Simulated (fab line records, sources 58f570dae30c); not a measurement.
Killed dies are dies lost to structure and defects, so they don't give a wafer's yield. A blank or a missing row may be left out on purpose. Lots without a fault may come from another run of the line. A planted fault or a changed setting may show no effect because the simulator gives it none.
Which tool did it? | flow berkeley_cmos170 | 7 lots, 21 wafers sampled, at 3 steps of a route of 331

WHAT THE GAUGES READ, wafer by wafer
UCB170_GATE_CD_MEAS_90: target cd 350 nm.
lot  | measured     | on        | cd_nm (nm)
L840 | day 6 15:55  | cd_sem-01 | 350.5 351.8 349.8
L843 | day 7 06:35  | cd_sem-01 | 350.2 349.5 348.5
L846 | day 7 08:37  | cd_sem-01 | 349.1 349.6 349.7
L849 | day 7 18:38  | cd_sem-01 | 349.3 351.3 350.3
L852 | day 8 22:56  | cd_sem-01 | 351.4 351.6 352.6
L857 | day 9 22:39  | cd_sem-02 | - - -
L860 | day 10 10:47 | cd_sem-01 | 350.0 353.4 351.3

WHICH TOOL RAN EACH LOT (tool, then ch and the chambers of the sampled wafers, then the start)
lot  | UCB170_PFIELD_STRIP_08              | UCB170_GATE_ETCH_15
L840 | plasma_asher-03 ch 0,1, day 4 17:40 | rie_si-01 ch 0,3, day 6 15:44
L843 | plasma_asher-04 ch 0,1, day 5 05:04 | rie_si-01 ch 1,2,3, day 7 06:25
L846 | plasma_asher-02 ch 0,1, day 5 14:19 | rie_si-01 ch 2,3, day 7 08:28
L849 | plasma_asher-04 ch 0,1, day 6 02:00 | rie_si-02 ch 0,2,3, day 7 18:30
L852 | plasma_asher-02 ch 0,1, day 7 06:50 | rie_si-02 ch 1,2,3, day 8 22:43
L857 | plasma_asher-03 ch 0,1, day 8 05:17 | rie_si-02 ch 0,2,3, day 9 22:30
L860 | plasma_asher-04 ch 0,1, day 8 21:03 | rie_si-02 ch 0,3, day 10 10:35
- UCB170_PFIELD_STRIP_08: strips in O2.
- UCB170_GATE_ETCH_15: etches poly-Si in HBr/Cl2, stops on SiO2, time 56.3 s, target depth 278.2 nm.

THE ANSWER, worked out from the rows above alone
Rule: what is usual is taken from the lots themselves. Put in order of their means at a reading, lots are off if they are a third of the lots or fewer, leave a main group of 4 or more, and stand apart from it by a gap of 3 or more times the standard deviation of the main group's means; of several such gaps the widest counts. A main group whose means are all the same, to the digits that the tables above print for the reading, isn't used. A lot without any number at a reading at which 4 lots or more have one is off too. The other lots that the step has rows for count as sound.
Off: L857, at UCB170_GATE_CD_MEAS_90 (cd_nm). Without a number there: L857. The main group: mean 350.6 nm, standard deviation 0.94.
A tool fits if, at a process step before that reading, it ran every lot that is off, and no sound lot after the first of them. The gauges at UCB170_GATE_CD_MEAS_90 are tried like those tools. Can't be told from this: 2 tools fit, plasma_asher-03 at UCB170_PFIELD_STRIP_08, cd_sem-02 at UCB170_GATE_CD_MEAS_90.

WHAT THE SIMULATOR HAD PUT IN
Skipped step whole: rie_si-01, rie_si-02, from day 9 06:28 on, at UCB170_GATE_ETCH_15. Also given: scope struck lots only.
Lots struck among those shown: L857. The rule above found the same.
